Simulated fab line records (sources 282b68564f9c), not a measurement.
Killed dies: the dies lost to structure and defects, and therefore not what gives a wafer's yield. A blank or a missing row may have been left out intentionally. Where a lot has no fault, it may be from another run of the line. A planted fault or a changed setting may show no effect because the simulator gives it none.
Code-filled problem report in 8D (eight disciplines) form :: flow rit_cmos :: the parts of the form that need people (team, actions taken, sign-off) are left out

== 1. WHAT WENT WRONG ==
At RIT_NRETRO_IMPLANT_08, dose_ions_cm2 averages 9.474e+12 over 6 wafers from 2 lots, while fault-free wafers read 9.999e+12, standard deviation 9.5e+09. That is -55 standard deviations from the usual mean.
Earliest sighting: wafer L891.1 on implanter-01 at day 4 08:16. At this step, 18 wafers from 6 lots have a number in the record. Rule for "out", or "out of limits": more than 4 standard deviations from the usual mean. The rest of the wafers with a number are treated as sound.

== 2. WHAT THIS IS AND IS NOT ==
question: which readings at this step
is: dose_ions_cm2
is not: tilt_deg

question: which lots
is: L891, L893
is not: L886, L887, L892, L894

question: which wafers of those lots
is: all that have a number
is not: -

question: read on which tools
is: implanter-01
is not: implanter-02, implanter-03

question: when
is: from day 4 08:16
is not: up to then (6 sound wafers); but 6 sound wafers of L892, L894 came after

== 3. THE SUSPECTS, EACH WITH WHAT RULES IT OUT ==
Counting: a tool stays on the suspect list if, at a process step up to the reading, it processed all lots that are out and no sound lot following the first of them.
- implanter-01 at RIT_NRETRO_IMPLANT_08: kept. All lots that are out passed through it, beginning with L891 at day 4 08:16, and no sound lot followed; its final sound lot before that point was L886 at day 3 08:23. Its own dose_ions_cm2 readings are out on those wafers.
Left after counting: implanter-01 at RIT_NRETRO_IMPLANT_08.

== 4. THE CAUSE (what the simulator had put in) ==
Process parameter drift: implanter-01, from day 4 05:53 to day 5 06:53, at RIT_NRETRO_IMPLANT_08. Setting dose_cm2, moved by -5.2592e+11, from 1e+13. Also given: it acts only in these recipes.
After counting, this tool was the only one left.

== 5. THE CHAIN OF EFFECTS, in route order ==
Each row: a reading whose mean over the struck wafers that have a number lies more than 3 standard deviations from the usual. Only readings for which the record gives a usual standard deviation are gone through. hours: the time from each lot's start at the first step in this table that gives one to its start at this step, as a median over the lots. sigmas: the change in usual standard deviations.
hours: 0
step: RIT_NRETRO_IMPLANT_08
reading: dose_ions_cm2
usual: 9.999e+12
on struck wafers: 9.474e+12
change: -5.253e+11
sigmas: -55
Process steps it contains:
- RIT_NRETRO_IMPLANT_08

== 6. WHAT WOULD HAVE CAUGHT IT SOONER ==
In this record the first reading out of limits was taken at day 4 08:16, 2 hours after the fault began at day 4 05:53.
